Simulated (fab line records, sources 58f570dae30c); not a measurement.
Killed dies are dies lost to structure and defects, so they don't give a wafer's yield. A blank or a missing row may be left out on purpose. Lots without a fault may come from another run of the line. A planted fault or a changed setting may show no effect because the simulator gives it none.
fab line records | flow berkeley_cmos170
record lots=5 wafers=23
route steps=331 shown ZERO@13 NWELL@24 WELLDRIVE@56 ACTIVE@62 PFIELD@80 NVT@105 NLDD@161
start_h: hours from the record's first day to the start of the lot's first wafer shown | wait_h: hours since the lot's step before | " the same as in the row above | L1.1+2: a row that stands for several wafers | - no value, or no start given | * or withheld: withheld | < > ~ a bound
route shown NAME@n: a module of which the file shows steps, and the number in the route of the first | usual: mean/standard deviation of fault-free wafers | same: alike in all rows | chamber/n: place in a boat | sites: the reading at each site | _std_site: their standard deviation | _edge_site: outer sites' mean less inner sites' | radius_mm: how far each site lies from the wafer's centre | mask NAME#n: copy n | behind: the tool/chamber that last shaped the wafer | hold: why the lot was held/for how many hours/how that ended | device: the transistor (n, p or np) that didn't switch | end of line: the same wafers' tests at the end of the route | a step without rows: its recipe alone | killed: dies lost to structure and defects at the first sort, not the wafer's yield | map: a wafer's dies, x killed, . not, _ none there
set.NAME: the setting as run; set.NAME@STEP: as run at that earlier step | model.NAME: the simulator's own value behind a step, which no gauge read
lots whose settings were changed on purpose; a table a step, a row a wafer
## steps
# step UCB170_ZERO_STRIP_07
# recipe chemistry=O2 power_w=400 pressure_mtorr=3500 platen_temp_c=withheld o2_flow_sccm=400 overash_fraction=0.5
# usual strip_time_to_endpoint_s=21.46/0.05
# columns lot.wafer tool chamber start_h wait_h set.o2_flow_sccm strip_time_to_endpoint_s
L074.1 plasma_asher-04 1 20.64 0.0 400 21.46
L074.5 " 0 " " 400 21.48
L074.6 " 1 " " 400 21.50
L077.2 plasma_asher-04 1 33.78 0.0 449.7 21.09
L077.3 " 1 " " 400 21.40
L077.4 " 0 " " 400 21.48
L077.5 " 0 " " 400 21.48
L077.6 " 1 " " 449.7 21.12
L076.1 plasma_asher-04 0 34.12 0.0 400 21.43
L076.2 " 1 " " 400 21.49
L076.3 " 0 " " 362.6 21.78
L076.4 " 1 " " 362.6 21.79
L076.6 " 0 " " 362.6 21.84
L081.1 plasma_asher-01 1 60.00 0.0 400 21.48
L081.2 " 0 " " 368 21.79
L081.3 " 1 " " 368 21.72
L081.5 " 1 " " 368 21.73
L081.6 " 0 " " 400 21.45
L084.1 plasma_asher-03 1 68.45 0.0 400 21.51
L084.3 " 0 " " 400 21.45
L084.4 " 1 " " 400 21.52
L084.5 " 0 " " 400 21.53
L084.6 " 1 " " 400 21.46
# step UCB170_NWELL_PEB_10
# recipe peb_temp_c=130 peb_time_s=withheld resist=KrF
# columns lot.wafer tool chamber start_h wait_h set.peb_temp_c
L074.1+5+6 litho_track-01 0 34.49 0.5 130
L076.1+3+4 litho_track-01 0 47.45 0.3 130
L076.2+6 " 0 " " 129
L077.2+3 litho_track-02 0 47.68 0.4 127.7
L077.4+5+6 " 0 " " 130
L081.1+3+6 litho_track-03 0 73.94 0.6 130
L081.2+5 " 0 " " 131.9
L084.1+5 litho_track-03 0 82.44 0.1 130
L084.3+4+6 " 0 " " 133.2
# step UCB170_NWELL_DEVELOP_11
# recipe developer=TMAH develop_time_s=45 resist=KrF dev_temp_c=21
# step UCB170_NWELL_ETCH_13
# recipe chemistry=CH3F/Ar/O2 target=Si3N4 stop_on=SiO2 CH3F_flow_sccm=20 Ar_flow_sccm=50 O2_flow_sccm=7 pressure_mtorr=50 rf_w=450 target_depth_a=2464 over_etch_frac=0.1 time_s=154
# columns lot.wafer tool chamber start_h wait_h set.peb_temp_c@NWELL_PEB_10 model.NWELL.cd_nm
L074.1+6 rie_diel-01 1,3 34.80 0.0 130 3000
L074.5 " 1 " " 130 -
L076.1+3+4 rie_diel-01 0,1,0 47.76 0.0 130 3001
L076.2+6 " 3 " " 129 2994
L077.2 rie_diel-02 2 47.97 0.0 127.7 2982
L077.3 " 3 " " 127.7 2983
L077.4+5+6 " 1,0,3 " " 130 2999
L081.1+6 rie_diel-02 0,3 74.25 0.0 130 3000
L081.2+5 " 2,0 " " 131.9 3012
L081.3 " 3 " " 130 3001
L084.1 rie_diel-01 0 82.75 0.0 130 -
L084.3 " 1 " " 133.2 3018
L084.4+6 " 2,3 " " 133.2 3019
L084.5 " 0 " " 130 3001
# step UCB170_NWELL_IMPLANT_14
# recipe species=P dose_cm2=1e+13 energy_kev=150 tilt_deg=7
# columns lot.wafer tool chamber start_h wait_h set.energy_kev model.implant.rp_nm model.implant.drp_nm
L074.1+5+6 implanter-02 0 34.90 0.1 150 182.1 62.72
L076.1+2+3+4+6 implanter-04 0 47.87 0.1 150 189.9 62.72
L077.2+3+5 implanter-01 0 48.09 0.1 150 190.7 62.72
L077.4+6 " 0 " " 153.3 195.1 63.76
L081.1+2+3+5+6 implanter-02 0 74.35 0.1 150 189 62.72
L084.1+3 implanter-04 0 82.85 0.1 155.8 198.3 64.54
L084.4+5+6 " 0 " " 150 190.6 62.72
# step UCB170_WELLDRIVE_OXIDATION_01
# recipe temp_c=1100 ambient=O2 target_thk_a=1990 ox_time_s=9000
# columns lot.wafer tool chamber start_h wait_h set.temp_c model.SiO2_of_WELLDRIVE_OXIDATION_01.thk_nm
L074.1 furnace-04 0 74.41 3.9 1100 199.7
L074.5 " 0 " " 1100 201.4
L074.6 " 0 " " 1100 202.4
L076.1 - - - 0.9 1129 231.1
L076.2 " - " " 1129 235.8
L076.3 " - " " 1129 234.2
L076.4 " - " " 1129 233.9
L076.6 " - " " 1129 233.4
L077.2 - - - 1.3 1087 188
L077.3 " - " " 1087 186.9
L077.4 " - " " 1087 188.7
L077.5 " - " " 1087 188.2
L077.6 " - " " 1087 187.1
L081.1 - - - 6.1 1089 181
L081.2 " - " " 1089 181.8
L081.3 " - " " 1089 182.8
L081.5 " - " " 1089 183
L081.6 " - " " 1089 183.2
L084.1 - - - 2.4 1108 210.9
L084.3 " - " " 1108 211
L084.4 " - " " 1108 206.7
L084.5 " - " " 1108 210.6
L084.6 " - " " 1108 208.5
# step UCB170_WELLDRIVE_THK_MEAS_02
# recipe reads=SiO2_of_WELLDRIVE_OXIDATION_01
# usual WELLDRIVE_OXIDE_THK=201/3.2
# columns lot.wafer tool chamber start_h wait_h set.temp_c@WELLDRIVE_OXIDATION_01 WELLDRIVE_OXIDE_THK[nm]
L074.1 film_metro-03 - 77.91 0.0 1100 200
L074.5 " - " " 1100 201
L074.6 " - " " 1100 202
L076.1 film_metro-01 - - - 1129 231
L076.2 " - " " 1129 236
L076.3 " - " " 1129 234
L076.4 " - " " 1129 234
L076.6 " - " " 1129 233
L077.2 film_metro-04 - - - 1087 188
L077.3 " - " " 1087 187
L077.4 " - " " 1087 189
L077.5 " - " " 1087 188
L077.6 " - " " 1087 187
L081.1 film_metro-01 - - - 1089 181
L081.2 " - " " 1089 182
L081.3 " - " " 1089 183
L081.5 " - " " 1089 183
L081.6 " - " " 1089 183
L084.1 film_metro-04 - - - 1108 211
L084.3 " - " " 1108 211
L084.4 " - " " 1108 207
L084.5 " - " " 1108 211
L084.6 " - " " 1108 208
# step UCB170_ACTIVE_OXIDATION_02
# recipe temp_c=1000 ambient=O2 target_thk_a=264 ox_time_s=1260
# columns lot.wafer tool chamber start_h wait_h set.temp_c model.SiO2_of_ACTIVE_OXIDATION_02.thk_nm
L074.1 furnace-01 0 85.36 5.0 1000 26.05
L074.5 " 0 " " 1000 25.86
L074.6 " 0 " " 1000 25.91
L076.1 - - - 5.0 988.4 22.98
L076.2 " - " " 988.4 22.77
L076.3 " - " " 988.4 22.61
L076.4 " - " " 988.4 23.4
L076.6 " - " " 988.4 23.52
L077.2 - - - 5.0 1000 25.87
L077.3 " - " " 1000 26.3
L077.4 " - " " 1000 25.81
L077.5 " - " " 1000 25.58
L077.6 " - " " 1000 26.18
L081.1 - - - 3.0 1028 34.2
L081.2+3 " - " " 1028 34.17
L081.5 " - " " 1028 34.44
L081.6 " - " " 1028 34
L084.1 - - - 3.0 1021 31.87
L084.3 " - " " 1021 31.73
L084.4 " - " " 1021 31.35
L084.5 " - " " 1021 31.8
L084.6 " - " " 1021 31.84
# step UCB170_ACTIVE_THK_MEAS_03
# recipe reads=SiO2_of_ACTIVE_OXIDATION_02
# usual ACTIVE_OXIDE_THK=26.4/0.43
# columns lot.wafer tool chamber start_h wait_h set.temp_c@ACTIVE_OXIDATION_02 ACTIVE_OXIDE_THK[nm]
L074.1 film_metro-03 - 86.71 0.0 1000 26.1
L074.5 " - " " 1000 25.8
L074.6 " - " " 1000 25.9
L077.2 film_metro-01 - - - 1000 25.8
L077.3 " - " " 1000 26.2
L077.4 " - " " 1000 25.8
L077.5 " - " " 1000 25.5
L077.6 " - " " 1000 26.2
L076.1 film_metro-01 - - - 988.4 23.0
L076.2 " - " " 988.4 22.8
L076.3 " - " " 988.4 22.6
L076.4 " - " " 988.4 23.4
L076.6 " - " " 988.4 23.5
L081.1 film_metro-03 - - - 1028 34.2
L081.2 " - " " 1028 34.2
L081.3 " - " " 1028 34.2
L081.5 " - " " 1028 34.4
L081.6 " - " " 1028 34.1
L084.1 film_metro-01 - - - 1021 31.9
L084.3 " - " " 1021 31.8
L084.4 " - " " 1021 31.4
L084.5 " - " " 1021 31.8
L084.6 " - " " 1021 31.9
# step UCB170_ACTIVE_COAT_08
# recipe resist=KrF spin_rpm=1500 resist_thk_nm=900
# columns lot.wafer tool chamber start_h wait_h set.spin_rpm model.KrF_of_ACTIVE_COAT_08.thk_nm
L077.2 litho_track-04 0 93.66 0.1 1500 899.3
L077.3 " 0 " " 1570 877.2
L077.4 " 0 " " 1570 878.6
L077.5 " 0 " " 1500 897.4
L077.6 " 0 " " 1570 880.1
L074.1 litho_track-03 0 93.67 0.1 1500 901
L074.5 " 0 " " 1500 900
L074.6 " 0 " " 1500 901.3
L076.1+3 litho_track-04 0 94.08 0.1 1579 876.2
L076.2 " 0 " " 1500 900.2
L076.4 " 0 " " 1500 899.2
L076.6 " 0 " " 1500 899.4
L081.1 litho_track-04 0 129.22 0.1 1393 936.1
L081.2 " 0 " " 1500 903.4
L081.3 " 0 " " 1393 938.9
L081.5 " 0 " " 1393 938.3
L081.6 " 0 " " 1500 902.9
L084.1 litho_track-02 0 129.67 0.1 1500 903.1
L084.3 " 0 " " 1500 903.2
L084.4 " 0 " " 1500 904.6
L084.5 " 0 " " 1500 903.8
L084.6 " 0 " " 1500 903.6
# step UCB170_ACTIVE_SOFTBAKE_09
# recipe resist=KrF temp_c=130 time_s=60
# step UCB170_ACTIVE_EXPOSE_10
# recipe mask_id=ACTIVE target_cd_nm=1200 na=0.5 sigma_outer=0.6 source_shape=conventional dose_mj=20
# step UCB170_ACTIVE_ETCH_15
# recipe chemistry=CH3F/Ar/O2 target=Si3N4 stop_on=SiO2 CH3F_flow_sccm=20 Ar_flow_sccm=50 O2_flow_sccm=7 pressure_mtorr=50 rf_w=450 target_depth_a=2420 over_etch_frac=0.1 time_s=151
# columns lot.wafer tool chamber start_h wait_h set.temp_c@ACTIVE_OXIDATION_02 set.spin_rpm@ACTIVE_COAT_08 model.SiO2_of_ACTIVE_OXIDATION_02.thk_nm model.KrF_of_ACTIVE_COAT_08.thk_nm
L077.2 rie_diel-03 2 95.09 0.0 1000 1500 22.22 724.2
L077.3 " 0 " " 1000 1570 22.74 706.4
L077.4 " 3 " " 1000 1570 22.12 702.2
L077.5 " 3 " " 1000 1500 21.9 721
L077.6 " 0 " " 1000 1570 22.66 711
L074.1 rie_diel-04 2 95.14 0.0 1000 1500 21.78 721.5
L074.5 " 1 " " 1000 1500 22.25 727
L074.6 " 2 " " 1000 1500 21.66 723.4
L076.1 rie_diel-04 2 95.68 0.0 988.4 1579 18.71 696.9
L076.2 " 3 " " 988.4 1500 19.12 725.6
L076.3 " 0 " " 988.4 1579 19.02 703.8
L076.4 " 1 " " 988.4 1500 19.78 725.7
L076.6 " 2 " " 988.4 1500 19.26 720.3
L081.1 rie_diel-03 0 130.34 0.0 1028 1393 30.66 766.1
L081.2 " 2 " " 1028 1500 30.53 729
L081.3 " 1 " " 1028 1393 30.53 764.8
L081.5 " 2 " " 1028 1393 30.81 764.3
L081.6 " 0 " " 1028 1500 30.5 734.3
L084.1 rie_diel-04 0 131.17 0.0 1021 1500 28.26 730.5
L084.3 " 3 " " 1021 1500 28.07 728.1
L084.4 " 0 " " 1021 1500 27.74 731.7
L084.5 " 2 " " 1021 1500 27.54 725
L084.6 " 3 " " 1021 1500 28.22 729.8
# step UCB170_ACTIVE_STRIP_16
# recipe chemistry=O2 power_w=400 pressure_mtorr=3500 platen_temp_c=withheld o2_flow_sccm=400 overash_fraction=0.5
# usual strip_time_to_endpoint_s=18.11/0.085
# columns lot.wafer tool chamber start_h wait_h set.spin_rpm@ACTIVE_COAT_08 strip_time_to_endpoint_s
L077.2 plasma_asher-04 0 95.19 0.1 1500 18.07
L077.3 " 0 " " 1570 17.64
L077.4 " 1 " " 1570 17.55
L077.5 " 1 " " 1500 18.00
L077.6 " 0 " " 1570 17.75
L074.1 plasma_asher-02 1 95.24 0.1 1500 18.02
L074.5 " 1 " " 1500 18.14
L074.6 " 0 " " 1500 18.06
L076.1 plasma_asher-02 0 95.79 0.1 1579 17.43
L076.2 " 1 " " 1500 18.12
L076.3 " 0 " " 1579 17.59
L076.4 " 1 " " 1500 18.12
L076.6 " 1 " " 1500 17.97
L081.1 plasma_asher-03 0 130.44 0.1 1393 19.07
L081.2 " 1 " " 1500 18.19
L081.3 " 0 " " 1393 19.06
L081.5 " 0 " " 1393 19.06
L081.6 " 1 " " 1500 18.33
L084.1 plasma_asher-02 1 131.27 0.1 1500 18.23
L084.3 " 0 " " 1500 18.16
L084.4 " 1 " " 1500 18.26
L084.5 " 1 " " 1500 18.10
L084.6 " 0 " " 1500 18.22
# step UCB170_PFIELD_COAT_01
# recipe resist=KrF spin_rpm=1500 resist_thk_nm=900
# columns lot.wafer tool chamber start_h wait_h set.spin_rpm model.KrF_of_PFIELD_COAT_01.thk_nm
L074.1 litho_track-04 0 96.18 0.1 1500 901.7
L074.5 " 0 " " 1500 897.8
L074.6 " 0 " " 1500 898.7
L077.2 litho_track-01 0 96.42 0.1 1605 866.2
L077.3 " 0 " " 1500 896.1
L077.4 " 0 " " 1500 893.7
L077.5 " 0 " " 1605 865.9
L077.6 " 0 " " 1605 863.1
L076.1 litho_track-03 0 96.84 0.1 1500 903
L076.2 " 0 " " 1500 905.1
L076.3 " 0 " " 1500 902.8
L076.4 " 0 " " 1500 904.3
L076.6 " 0 " " 1500 904
L081.1 litho_track-04 0 132.51 0.1 1500 903.6
L081.2 " 0 " " 1500 902.3
L081.3 " 0 " " 1500 898
L081.5 " 0 " " 1610 871.1
L081.6 " 0 " " 1610 866.2
L084.1 litho_track-03 0 133.69 0.1 1535 888
L084.3 " 0 " " 1500 897.8
L084.4 " 0 " " 1500 901.6
L084.5 " 0 " " 1535 888.4
L084.6 " 0 " " 1535 889.1
# step UCB170_PFIELD_SOFTBAKE_02
# recipe resist=KrF temp_c=130 time_s=60
# step UCB170_PFIELD_EXPOSE_03
# recipe mask_id=PFIELD na=0.5 sigma_outer=0.6 source_shape=conventional target_cd_nm=1500 dose_mj=30
# step UCB170_PFIELD_IMPLANT_07
# recipe species=B dose_cm2=2e+13 energy_kev=80 tilt_deg=7
# step UCB170_PFIELD_STRIP_08
# recipe chemistry=O2 power_w=400 pressure_mtorr=3500 platen_temp_c=withheld o2_flow_sccm=400 overash_fraction=0.5
# usual strip_time_to_endpoint_s=21.61/0.063
# columns lot.wafer tool chamber start_h wait_h set.spin_rpm@PFIELD_COAT_01 strip_time_to_endpoint_s
L074.1 plasma_asher-04 1 97.39 0.1 1500 21.67
L074.5 " 1 " " 1500 21.58
L074.6 " 0 " " 1500 21.61
L077.2 plasma_asher-01 0 97.60 0.1 1605 20.82
L077.3 " 1 " " 1500 21.54
L077.4 " 0 " " 1500 21.48
L077.5 " 0 " " 1605 20.80
L077.6 " 1 " " 1605 20.75
L076.1 plasma_asher-04 1 98.06 0.1 1500 21.69
L076.2 " 0 " " 1500 21.76
L076.3 " 1 " " 1500 21.69
L076.4 " 0 " " 1500 21.72
L076.6 " 0 " " 1500 21.74
L081.1 plasma_asher-04 1 133.95 0.1 1500 21.70
L081.2 " 0 " " 1500 21.67
L081.3 " 1 " " 1500 21.57
L081.5 " 0 " " 1610 20.93
L081.6 " 1 " " 1610 20.81
L084.1 plasma_asher-03 0 135.35 0.1 1535 21.34
L084.3 " 0 " " 1500 21.57
L084.4 " 1 " " 1500 21.68
L084.5 " 0 " " 1535 21.36
L084.6 " 1 " " 1535 21.37
# step UCB170_NVT_COAT_01
# recipe resist=KrF spin_rpm=1500 resist_thk_nm=900
# columns lot.wafer tool chamber start_h wait_h set.spin_rpm model.KrF_of_NVT_COAT_01.thk_nm
L076.1 litho_track-03 0 130.16 0.1 1589 874.9
L076.2 " 0 " " 1500 898.6
L076.3 " 0 " " 1589 873.3
L076.4 " 0 " " 1500 898
L076.6 " 0 " " 1589 875
L074.1 litho_track-02 0 130.58 0.1 1500 896.6
L074.5 " 0 " " 1500 897.5
L074.6 " 0 " " 1500 896.4
L077.2 litho_track-03 0 130.64 0.1 1611 870.6
L077.3 " 0 " " 1500 903.5
L077.4 " 0 " " 1611 872.1
L077.5 " 0 " " 1500 900.1
L077.6 " 0 " " 1611 870.1
L084.1 litho_track-02 0 170.75 0.1 1500 904.7
L084.3 " 0 " " 1500 904.8
L084.4 " 0 " " 1500 905.5
L084.5 " 0 " " 1500 904.4
L084.6 " 0 " " 1500 905.4
L081.1 litho_track-01 0 170.77 0.1 1500 898.8
L081.2 " 0 " " 1570 876.4
L081.3 " 0 " " 1500 896.4
L081.5 " 0 " " 1570 878.1
L081.6 " 0 " " 1570 875.3
# step UCB170_NVT_IMPLANT_07
# recipe species=BF2 dose_cm2=3e+12 energy_kev=50 tilt_deg=7
# columns lot.wafer tool chamber start_h wait_h set.energy_kev model.implant.rp_nm model.implant.drp_nm
L076.1+2+6 implanter-01 0 131.91 0.0 50 37.05 18.57
L076.3+4 " 0 " " 47.05 34.89 17.78
L074.1+5+6 implanter-02 0 132.46 0.0 50 36.17 18.57
L077.2+3 implanter-01 0 132.60 0.0 51.12 38.43 18.87
L077.4+5+6 " 0 " " 50 37.6 18.57
L084.1+3+4+5+6 implanter-01 0 171.81 0.0 50 37.24 18.57
L081.1+5+6 implanter-03 0 171.82 0.0 50 36.76 18.57
L081.2+3 " 0 " " 47.08 34.64 17.79
# step UCB170_NVT_STRIP_08
# recipe chemistry=O2 power_w=400 pressure_mtorr=3500 platen_temp_c=withheld o2_flow_sccm=400 overash_fraction=0.5
# usual strip_time_to_endpoint_s=21.64/0.073
# columns lot.wafer tool chamber start_h wait_h set.spin_rpm@NVT_COAT_01 strip_time_to_endpoint_s
L076.1 plasma_asher-02 1 132.06 0.1 1589 21.01
L076.2 " 0 " " 1500 21.61
L076.3 " 1 " " 1589 20.99
L076.4 " 0 " " 1500 21.58
L076.6 " 0 " " 1589 21.02
L074.1 plasma_asher-02 1 132.61 0.1 1500 21.53
L074.5 " 0 " " 1500 21.57
L074.6 " 1 " " 1500 21.55
L077.2 plasma_asher-03 1 132.72 0.1 1611 20.91
L077.3 " 0 " " 1500 21.72
L077.4 " 1 " " 1611 20.96
L077.5 " 0 " " 1500 21.63
L077.6 " 1 " " 1611 20.91
L084.1 plasma_asher-01 0 171.96 0.1 1500 21.74
L084.3 " 0 " " 1500 21.75
L084.4 " 1 " " 1500 21.76
L084.5 " 1 " " 1500 21.75
L084.6 " 0 " " 1500 21.76
L081.1 plasma_asher-02 0 171.97 0.1 1500 21.61
L081.2 " 1 " " 1570 21.07
L081.3 " 1 " " 1500 21.54
L081.5 " 0 " " 1570 21.11
L081.6 " 1 " " 1570 21.01
# step UCB170_NLDD_EXPOSE_03
# recipe mask_id=NSELECT na=0.5 sigma_outer=0.6 source_shape=conventional target_cd_nm=1200 dose_mj=30
# columns lot.wafer tool chamber start_h wait_h mask set.dose_mj
L077.2+3+4 krf_scanner-01 0 - - NSELECT#0 30
L077.5+6 " 0 " " NSELECT#0 28.87
L074.1+5+6 krf_scanner-02 0 - - NSELECT#0 30
L076.1+2 krf_scanner-02 0 - - NSELECT#0 30
L076.3+4+6 " 0 " " NSELECT#0 28.95
L084.1+3 krf_scanner-01 0 - - NSELECT#0 28.49
L084.4+5+6 " 0 " " NSELECT#0 30
L081.1+2+3+5+6 krf_scanner-01 0 - - NSELECT#0 30
# step UCB170_NLDD_PEB_04
# recipe peb_temp_c=130 peb_time_s=withheld resist=KrF
# step UCB170_NLDD_DEVELOP_05
# recipe developer=TMAH develop_time_s=45 resist=KrF dev_temp_c=21
# step UCB170_NLDD_CD_MEAS_06
# recipe target_cd_nm=1200
# usual cd_nm=1200.0/1.2
# columns lot.wafer tool chamber start_h wait_h set.dose_mj@NLDD_EXPOSE_03 cd_nm
L077.2 cd_sem-02 - 159.06 - 30 1197.6
L077.3 " - " " 30 1198.8
L077.4 " - " " 30 1198.5
L077.5 " - " " 28.87 1191.8
L077.6 " - " " 28.87 1191.8
L074.1 cd_sem-01 - 159.41 - 30 1198.8
L074.5 " - " " 30 1199.5
L074.6 " - " " 30 1198.7
L076.1 cd_sem-01 - 160.41 - 30 1200.2
L076.2 " - " " 30 1201.9
L076.3 " - " " 28.95 1195.3
L076.4 " - " " 28.95 1195.5
L076.6 " - " " 28.95 1194.2
L084.1 cd_sem-01 - 195.71 - 28.49 1191.5
L084.3 " - " " 28.49 1191.0
L084.4 " - " " 30 1200.8
L084.5 " - " " 30 1199.7
L084.6 " - " " 30 1201.0
L081.1 cd_sem-01 - 195.98 - 30 1200.8
L081.2 " - " " 30 1201.1
L081.3 " - " " 30 1200.5
L081.5 " - " " 30 1201.1
L081.6 " - " " 30 1200.5
## key
split step=UCB170_ZERO_STRIP_07 setting=o2_flow_sccm stated=400 by=wafer
response step=UCB170_ZERO_STRIP_07 reading=strip_time_to_endpoint_s change=* per=1% r=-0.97
split step=UCB170_NWELL_PEB_10 setting=peb_temp_c stated=130 by=wafer
response step=UCB170_NWELL_ETCH_13 reading=model.NWELL.cd_nm change=+8.22 per=1% r=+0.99
split step=UCB170_NWELL_IMPLANT_14 setting=energy_kev stated=150 by=wafer
response step=UCB170_NWELL_IMPLANT_14 reading=model.implant.rp_nm change=+1.99 per=1% r=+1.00
response step=UCB170_NWELL_IMPLANT_14 reading=model.implant.drp_nm change=+0.47 per=1% r=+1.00
split step=UCB170_WELLDRIVE_OXIDATION_01 setting=temp_c stated=1100 by=lot
response step=UCB170_WELLDRIVE_OXIDATION_01 reading=model.SiO2_of_WELLDRIVE_OXIDATION_01.thk_nm change=+13 per=1% r=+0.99
response step=UCB170_WELLDRIVE_THK_MEAS_02 reading=WELLDRIVE_OXIDE_THK change=+12.9 per=1% r=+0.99
split step=UCB170_ACTIVE_OXIDATION_02 setting=temp_c stated=1000 by=lot
response step=UCB170_ACTIVE_OXIDATION_02 reading=model.SiO2_of_ACTIVE_OXIDATION_02.thk_nm change=+2.8 per=1% r=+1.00
response step=UCB170_ACTIVE_THK_MEAS_03 reading=ACTIVE_OXIDE_THK change=+2.81 per=1% r=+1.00
response step=UCB170_ACTIVE_ETCH_15 reading=model.SiO2_of_ACTIVE_OXIDATION_02.thk_nm change=+2.85 per=1% r=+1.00
split step=UCB170_ACTIVE_COAT_08 setting=spin_rpm stated=1500 by=wafer
response step=UCB170_ACTIVE_COAT_08 reading=model.KrF_of_ACTIVE_COAT_08.thk_nm change=-4.6 per=1% r=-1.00
response step=UCB170_ACTIVE_ETCH_15 reading=model.KrF_of_ACTIVE_COAT_08.thk_nm change=-4.36 per=1% r=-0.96
response step=UCB170_ACTIVE_STRIP_16 reading=strip_time_to_endpoint_s change=* per=1% r=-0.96
split step=UCB170_PFIELD_COAT_01 setting=spin_rpm stated=1500 by=wafer
response step=UCB170_PFIELD_COAT_01 reading=model.KrF_of_PFIELD_COAT_01.thk_nm change=-4.39 per=1% r=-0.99
response step=UCB170_PFIELD_STRIP_08 reading=strip_time_to_endpoint_s change=* per=1% r=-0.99
split step=UCB170_NVT_COAT_01 setting=spin_rpm stated=1500 by=wafer
response step=UCB170_NVT_COAT_01 reading=model.KrF_of_NVT_COAT_01.thk_nm change=-4.19 per=1% r=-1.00
response step=UCB170_NVT_STRIP_08 reading=strip_time_to_endpoint_s change=* per=1% r=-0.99
split step=UCB170_NVT_IMPLANT_07 setting=energy_kev stated=50 by=wafer
response step=UCB170_NVT_IMPLANT_07 reading=model.implant.rp_nm change=+0.365 per=1% r=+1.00
response step=UCB170_NVT_IMPLANT_07 reading=model.implant.drp_nm change=+0.134 per=1% r=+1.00
split step=UCB170_NLDD_EXPOSE_03 setting=dose_mj stated=30 by=wafer
response step=UCB170_NLDD_CD_MEAS_06 reading=cd_nm change=+1.79 per=1% r=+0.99
